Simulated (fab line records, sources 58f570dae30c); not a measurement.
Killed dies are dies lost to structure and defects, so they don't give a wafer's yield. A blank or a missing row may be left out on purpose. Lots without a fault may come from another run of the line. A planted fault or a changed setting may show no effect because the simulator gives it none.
A struck lot beside a sound one | flow berkeley_cmos170 | 17 steps out of a route of 331
Sound: wafers L255.1, L255.2, L255.4. Struck: wafers L260.1, L260.2, L260.5. The cause comes at the end.
At each step with rows: each side's tool, then ch and its chambers, then its first start. Under that, the readings that differ: sound wafers | struck wafers | difference of the means | sigmas: that difference in standard deviations of wafers without a fault.
alike: readings whose means differ by less than 2 such deviations, and words and numbers that are the same on both sides. not compared: withheld readings, readings that some wafer has no value for, bounds like >300 that may hide the same value, and numbers for which the record gives no deviation and whose values overlap.
The two part at a step that has a row with sigmas, a row that says differs or no value, or rows on one side only. Numbers that don't overlap but have no deviation are shown without sigmas and don't part them. A reading that every wafer of one side lacks parts them only if that side has two wafers or more.

first, 1 step without rows for these wafers: UCB170_NLDD_IMPLANT_09.
UCB170_NLDD_STRIP_10: strips in O2.
  sound on plasma_asher-04 ch 0,1, day 9 18:28; struck on plasma_asher-02 ch 0,1, day 10 16:06
  alike: chamber_pressure_mTorr, drypump_motor_current_A, oes_product_au, strip_time_to_endpoint_s
  not compared: rf_hours_counter_h
UCB170_NLDD_TW_MEAS_11:
  sound on film_metro-03, day 9 18:34; struck on film_metro-03, day 10 16:12
  alike: NLDD_TW
then, 1 step without rows for these wafers: UCB170_NLDD_CLEAN_12 (cleans in SPM, time 600 s).
UCB170_SPACER_CVD_00: deposits SiO2 from TEOS/O2, target thk 376 nm, time 47 s.
  sound on pecvd-03 ch 1,2, day 9 18:49; struck on pecvd-02 ch 0,2, day 10 16:27
  alike: heater_power_w
UCB170_SPACER_THK_MEAS_01:
  sound on film_metro-01, day 9 18:51; struck on film_metro-04, day 10 16:29
  alike: SPACER_TEOS_THK
then, 1 step without rows for these wafers: UCB170_SPACER_ANNEAL_02 (time 1800 s).
UCB170_SPACER_ETCHBACK_03: etches SiO2 in CHF3/CF4/Ar, stops on Si, target depth 376 nm, time 100 s.
  sound on rie_diel-04 ch 0,1,3, day 9 22:34; struck on rie_diel-01 ch 0,1,2, day 10 19:25
  alike: chamber_pressure_mTorr, drypump_motor_current_A, oes_product_au, throttle_valve_pct
  not compared: rf_hours_counter_h
then, 4 steps without rows for these wafers: UCB170_PSD_HMDS_00 (prime time 60 s); UCB170_PSD_COAT_01 (resist thk 900 nm); UCB170_PSD_SOFTBAKE_02 (time 60 s); UCB170_PSD_EXPOSE_03 (exposes mask PSELECT MOD, target cd 1200 nm).
UCB170_PSD_PEB_04:
  sound on litho_track-04 ch 0, day 9 23:43; struck on litho_track-04 ch 0, day 10 20:40
  reading                  | sound                | struck               | difference | sigmas
  heater_power_total_W (W) | 56.80 56.79 56.81    | 55.15 55.27 55.14    | -1.61      | -38
  plate_temp_C (C)         | 129.84 129.73 129.76 | 127.23 127.15 127.41 | -2.51      | -18
then, 1 step without rows for these wafers: UCB170_PSD_DEVELOP_05 (develop time 45 s).
UCB170_PSD_CD_MEAS_06: target cd 1200 nm.
  sound on cd_sem-02, day 9 23:59; struck on cd_sem-02, day 10 20:56
  reading    | sound                | struck               | difference | sigmas
  cd_nm (nm) | 1199.3 1198.6 1199.2 | 1178.0 1177.3 1178.0 | -21.3      | -14
UCB170_PSD_OVL_MEAS_07:
  sound on overlay-02, day 10 00:07; struck on overlay-01, day 10 21:03
  reading      | sound | struck    | difference | sigmas
  PSD_OVL (nm) | 4 1 1 | -10 -9 -4 | -10        | -2
then, 1 step without rows for these wafers: UCB170_M3_PROBE_99.

WHERE THEY PART
First at UCB170_PSD_PEB_04; last, within this record, at UCB170_PSD_OVL_MEAS_07.

WHY: what the simulator had put in
Process parameter drift: litho_track-04, from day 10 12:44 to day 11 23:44, at UCB170_PSD_PEB_04. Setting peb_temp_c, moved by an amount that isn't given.
